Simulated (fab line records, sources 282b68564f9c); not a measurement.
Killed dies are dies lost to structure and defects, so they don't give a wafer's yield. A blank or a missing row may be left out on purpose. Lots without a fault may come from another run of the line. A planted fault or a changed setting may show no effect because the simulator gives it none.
A struck lot beside a sound one | flow rit_cmos | 43 steps out of a route of 202
Sound: wafers L325.1, L325.2, L325.5. Struck: wafers L338.2, L338.5, L338.6. The cause comes at the end.
At each step with rows: each side's tool, then ch and its chambers, then its first start. Under that, the readings that differ: sound wafers | struck wafers | difference of the means | sigmas: that difference in standard deviations of wafers without a fault.
alike: readings whose means differ by less than 2 such deviations, and words and numbers that are the same on both sides. not compared: withheld readings, readings that some wafer has no value for, bounds like >300 that may hide the same value, and numbers for which the record gives no deviation and whose values overlap.
The two part at a step that has a row with sigmas, a row that says differs or no value, or rows on one side only. Numbers that don't overlap but have no deviation are shown without sigmas and don't part them. A reading that every wafer of one side lacks parts them only if that side has two wafers or more.

first, 2 steps without rows for these wafers: RIT_NSD_IMPLANT_08; RIT_NSD_STRIP_09 (strips in O2, time 180 s).
RIT_NSD_TW_MEAS_10:
  sound on film_metro-01, day 4 01:42; struck on film_metro-02, day 6 19:33
  alike: NSD_TW
then, 6 steps without rows for these wafers: RIT_PSD_HMDS_00 (prime time 60 s); RIT_PSD_COAT_01 (resist thk 1000 nm); RIT_PSD_SOFTBAKE_02 (time 60 s); RIT_PSD_EXPOSE_03 (exposes mask M10, target cd 40900 nm); RIT_PSD_PEB_04; RIT_PSD_DEVELOP_05 (develop time 50 s).
RIT_PSD_OVL_MEAS_06:
  sound on overlay-02, day 4 02:37; struck on overlay-01, day 6 20:27
  alike: PSD_OVL
then, 2 steps without rows for these wafers: RIT_PSD_HARDBAKE_07 (time 60 s); RIT_PSD_IMPLANT_08.
RIT_PSD_STRIP_09: strips in O2, time 180 s.
  sound on plasma_asher-01 ch 0,1, day 4 02:57; struck on plasma_asher-01 ch 0,1, day 6 20:47
  alike: drypump_motor_current_A
  not compared: rf_hours_counter_h
RIT_PSD_TW_MEAS_10:
  sound on film_metro-01, day 4 03:07; struck on film_metro-01, day 6 20:58
  alike: PSD_TW
then, 4 steps without rows for these wafers: RIT_SDANNEAL_CLEAN_00 (cleans in SC1, time 600 s); RIT_SDANNEAL_CLEAN_01 (cleans in dHF, time 30 s); RIT_SDANNEAL_CLEAN_02 (cleans in SC2, time 600 s); RIT_SDANNEAL_RTA_03 (time 5 s).
RIT_SDANNEAL_RS_MEAS_04: measures by four-point-probe.
  sound on film_metro-03, day 4 03:37; struck on film_metro-03, day 6 21:29
  reading         | sound             | struck            | difference | sigmas
  PSD_RS (ohm/sq) | 115.5 115.5 115.3 | 116.0 116.1 116.1 | +0.6       | +2
RIT_SDANNEAL_RS_MEAS_05: measures by four-point-probe.
  sound on film_metro-03, day 4 03:44; struck on film_metro-03, day 6 21:37
  alike: NSD_RS
RIT_SDANNEAL_RS_MEAS_06: measures by four-point-probe.
  sound on film_metro-03, day 4 03:51; struck on film_metro-03, day 6 21:44
  alike: PLDD_RS
RIT_SDANNEAL_RS_MEAS_07: measures by four-point-probe.
  sound on film_metro-03, day 4 03:58; struck on film_metro-03, day 6 21:51
  alike: NLDD_RS
then, 1 step without rows for these wafers: RIT_SILICIDE_WET_ETCH_00 (etches SiO2 in BOE, target depth 14 nm, time 15 s).
RIT_SILICIDE_SPUTTER_01: material Ti, target thk 30 nm, time 240 s.
  sound on pvd_sputter-02, day 4 04:06; struck on pvd_sputter-01, day 6 21:58
  alike: throttle_valve_pct
RIT_SILICIDE_RS_MEAS_02: measures by four-point-probe.
  sound on film_metro-01, day 4 04:15; struck on film_metro-01, day 6 22:08
  alike: SILICIDE_TI_RS
RIT_SILICIDE_THK_MEAS_03: measures by xrf.
  sound on film_metro-01, day 4 04:22; struck on film_metro-01, day 6 22:15
  alike: SILICIDE_TI_THK
then, 2 steps without rows for these wafers: RIT_SILICIDE_RTA_04 (time 10 s, ramp up 5 s, ramp down 5 s); RIT_SILICIDE_WET_ETCH_05 (etches Ti in SPM, time 120 s).
RIT_SILICIDE_RTA_06: time 10 s, ramp up 5 s, ramp down 10 s.
  sound on rtp_anneal-02 ch 0, day 4 04:32; struck on rtp_anneal-01 ch 0, day 6 22:28
  alike: wafer_temp_C_max
RIT_CONTACT_CVD_00: deposits SiO2 from TEOS, target thk 400 nm, time 61 s.
  sound on pecvd-03 ch 0,2, day 4 04:37; struck on pecvd-02 ch 0,1,2, day 6 22:31
  alike: heater_power_w
RIT_CONTACT_THK_MEAS_01:
  sound on film_metro-04, day 4 04:40; struck on film_metro-02, day 6 22:35
  alike: CONTACT_TEOS_THK
then, 6 steps without rows for these wafers: RIT_CONTACT_HMDS_02 (prime time 60 s); RIT_CONTACT_COAT_03 (resist thk 1000 nm); RIT_CONTACT_SOFTBAKE_04 (time 60 s); RIT_CONTACT_EXPOSE_05 (exposes mask M11, target cd 1000 nm); RIT_CONTACT_PEB_06; RIT_CONTACT_DEVELOP_07 (develop time 123.9 s).
RIT_CONTACT_CD_MEAS_08: target cd 1000 nm.
  sound on cd_sem-02, day 4 05:41; struck on cd_sem-01, day 6 23:44
  alike: cd_nm
RIT_CONTACT_OVL_MEAS_09:
  sound on overlay-02, day 4 05:48; struck on overlay-02, day 6 23:50
  reading          | sound       | struck      | difference | sigmas
  CONTACT_OVL (nm) | 0.9 2.2 1.5 | 5.6 5.7 5.3 | +4.0       | +2
then, 1 step without rows for these wafers: RIT_CONTACT_HARDBAKE_10 (time 60 s).
RIT_CONTACT_ETCH_11: etches SiO2 in CHF3/CF4/Ar, stops on TiSi2, target depth 480 nm, time 320 s.
  sound on rie_diel-02 ch 0,1,3, day 4 05:59; struck on rie_diel-03 ch 0,1,2, day 7 00:01
  reading                | sound          | struck         | difference | sigmas
  throttle_valve_pct (%) | 9.08 9.03 8.93 | 8.78 8.77 8.82 | -0.22      | -2
  alike: cf4_flow_sccm, drypump_motor_current_A, oes_product_au
  not compared: rf_hours_counter_h
RIT_CONTACT_STRIP_12: strips in O2, time 180 s.
  sound on plasma_asher-04 ch 0,1, day 4 06:11; struck on plasma_asher-04 ch 0,1, day 7 00:13
  alike: drypump_motor_current_A
  not compared: rf_hours_counter_h
RIT_M1_PROBE_99:
  the record has rows for the struck wafers here (prober-02, day 7 05:54) and none for the sound ones

WHERE THEY PART
First at RIT_SDANNEAL_RS_MEAS_04; last, within this record, at RIT_M1_PROBE_99.

WHY: what the simulator had put in
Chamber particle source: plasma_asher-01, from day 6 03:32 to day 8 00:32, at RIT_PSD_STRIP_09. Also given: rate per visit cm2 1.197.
